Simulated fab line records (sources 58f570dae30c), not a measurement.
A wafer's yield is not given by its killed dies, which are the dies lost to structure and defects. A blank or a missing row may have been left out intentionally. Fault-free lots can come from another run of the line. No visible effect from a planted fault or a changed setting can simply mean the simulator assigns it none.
Problem report, 8D (eight disciplines) form, completed by code	flow berkeleyCmos170	the parts of the form that need people (team, actions taken, sign-off) are left out

== 1. WHAT IS WRONG ==
At UCB170_PFIELD_IMPLANT_07, beamEnergyKeV averages 84.679 over 6 wafers from 2 lots, while fault-free wafers read 80.003, standard deviation 0.021. So: +99 or more standard deviations from the usual mean.
Earliest sighting: wafer L949.4 on implanter-03 at day 7 21:31. At this step, 18 wafers from 6 lots have a number in the record. By rule, "out" or "out of limits" means more than 4 standard deviations away from the usual mean. Any other wafer with a number is counted as sound.

== 2. WHAT IT IS AND WHAT IT IS NOT ==
question	is	is not
which readings at this step	beamEnergyKeV	-
which lots	L949, L957	L945, L946, L954, L961
which wafers of those lots	all that have a number	-
read on which tools	implanter-03	implanter-01, implanter-02
when	from day 7 21:31	up to then (6 sound wafers); but 6 sound wafers of L954, L961 came after

== 3. THE SUSPECTS, EACH WITH WHAT RULES IT OUT ==
Counting: a tool at any process step up to the reading remains a suspect when it ran all the lots that are out and ran no sound lot after the first of those.
- rieDiel-03 at UCB170_ACTIVE_ETCH_15 (etches Si3N4 in CH3F/Ar/O2, stops on SiO2, target depth 242 nm, time 151 s): ruled out as a lasting fault. Following L949 (day 7 18:32), the first lot on it that is out, the sound lots L954 were run on it.
- plasmaAsher-03 at UCB170_ACTIVE_STRIP_16 (strips in O2): kept. It ran every lot that is out, first L949 (day 7 18:40), and no sound lot after that.
- implanter-03 at UCB170_PFIELD_IMPLANT_07: kept. It ran every lot that is out, first L949 (day 7 21:31), and no sound lot after that; its last sound lot up to then is L946 (day 6 19:48). On those wafers its own readings are out: beamEnergyKeV.
The count leaves implanter-03 at UCB170_PFIELD_IMPLANT_07 and plasmaAsher-03 at UCB170_ACTIVE_STRIP_16.

== 4. THE CAUSE (what the simulator had put in) ==
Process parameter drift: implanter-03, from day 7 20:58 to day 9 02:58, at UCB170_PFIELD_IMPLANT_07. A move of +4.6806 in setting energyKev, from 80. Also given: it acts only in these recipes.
This tool is one of the 2 suspects left after counting.

== 5. THE EFFECT CHAIN, in route order ==
One row per reading whose mean, taken over the struck wafers that have a number, lies over 3 standard deviations from the usual. Readings are gone through only where the record gives a usual standard deviation; hours: the median, over the lots, of the time from a lot's start at the first step in this table giving one to that lot's start at this step; sigmas: the change measured in usual standard deviations.
hours	step	reading	usual	on struck wafers	change	sigmas
0	UCB170_PFIELD_IMPLANT_07	beamEnergyKeV	80.003	84.679	+4.676	+99 or more
Its process steps:
- UCB170_PFIELD_IMPLANT_07

== 6. HOW IT WOULD HAVE BEEN CAUGHT EARLIER ==
In this record the first reading out of limits was taken at day 7 21:31, 1 hour after the fault began at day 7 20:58.
